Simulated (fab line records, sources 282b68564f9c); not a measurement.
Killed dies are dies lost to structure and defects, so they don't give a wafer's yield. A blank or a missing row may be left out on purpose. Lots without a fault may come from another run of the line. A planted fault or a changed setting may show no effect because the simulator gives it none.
One fault seen from 2 desks | flow rit_cmos | each desk has only its own numbers; what lay behind them comes last

THE TOOL OWNER'S DESK: rie_metal-03
The tool's own readings at RIT_M1_METAL_ETCH_12 (etches Al in Cl2/BCl3, stops on SiO2, time 165 s, target depth 600 nm): means of the sampled wafers that have a number, for each lot that ran on this tool. A lot is out of limits, marked OUT, if its mean lies more than 4 standard deviations from the usual mean; the brackets give that distance.
Columns: A = drypump_motor_current_A at RIT_M1_METAL_ETCH_12, usual 6.04 A; B = oes_product_au at RIT_M1_METAL_ETCH_12, usual 0.776 a.u.; C = throttle_valve_pct at RIT_M1_METAL_ETCH_12, usual 8.30 %
lot  | first seen here | A    | B                | C
L348 | day 3 06:53     | 5.98 | 0.770            | 8.26
L351 | day 3 22:01     | 6.00 | 0.768            | 8.27
L354 | day 4 12:02     | 5.99 | 0.774            | 8.27
L357 | day 5 05:00     | 5.99 | 0.766            | 8.27
L366 | day 7 00:12     | 6.09 | 0.672 (-7.5) OUT | 8.23
L369 | day 7 20:25     | 6.10 | 0.675 (-7.2) OUT | 8.24
This desk's finding: out of limits on L366, L369; first on L366, day 7 00:12 (oes_product_au at RIT_M1_METAL_ETCH_12). In limits: L348, L351, L354, L357.

THE METROLOGY DESK
What the gauges read, lot by lot, whatever tool the lot ran on: means of the sampled wafers that have a number. A lot is out of limits, marked OUT, if its mean lies more than 4 standard deviations from the usual mean; the brackets give that distance.
Columns: A = cd_nm at RIT_M1_CD_MEAS_90, usual 2599.9 nm
lot  | first seen here | A
L348 | day 3 07:23     | 2598.8
L350 | day 3 17:32     | 2600.3
L351 | day 3 22:31     | 2599.2
L354 | day 4 12:33     | 2598.6
L355 | day 4 19:02     | 2599.5
L356 | day 4 23:40     | 2596.4
L357 | day 5 05:30     | 2603.8
L358 | day 5 10:25     | 2605.4
L359 | day 5 13:41     | 2601.5
L365 | day 6 19:59     | 2601.0
L366 | day 7 00:43     | 2595.2
L367 | day 7 07:27     | 2598.6
L369 | day 7 20:55     | 2587.6 (-4.6) OUT
L371 | day 8 04:15     | 2603.0
This desk's finding: out of limits on L369; first on L369, day 7 20:55 (cd_nm at RIT_M1_CD_MEAS_90). In limits: L348, L350, L351, L354, L355, L356, L357, L358, L359, L365, L366, L367, L371.

PUT TOGETHER
The tool owner's desk could have raised an alarm at day 7 00:12, on L366, L369.
The metrology desk could have raised an alarm at day 7 20:55, on L369.
The metrology desk has L366 on record, within its limits.
Of the lots named, all ran RIT_M1_METAL_ETCH_12 on rie_metal-03.

WHAT THE SIMULATOR HAD PUT IN
Process parameter drift: rie_metal-03, from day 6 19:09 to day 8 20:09, at RIT_M1_METAL_ETCH_12. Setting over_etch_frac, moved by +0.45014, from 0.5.
Lots struck among those shown: L366, L369.
Hours from the fault's start to each desk's first reading out of limits: the tool owner's desk, 5; the metrology desk, 26.
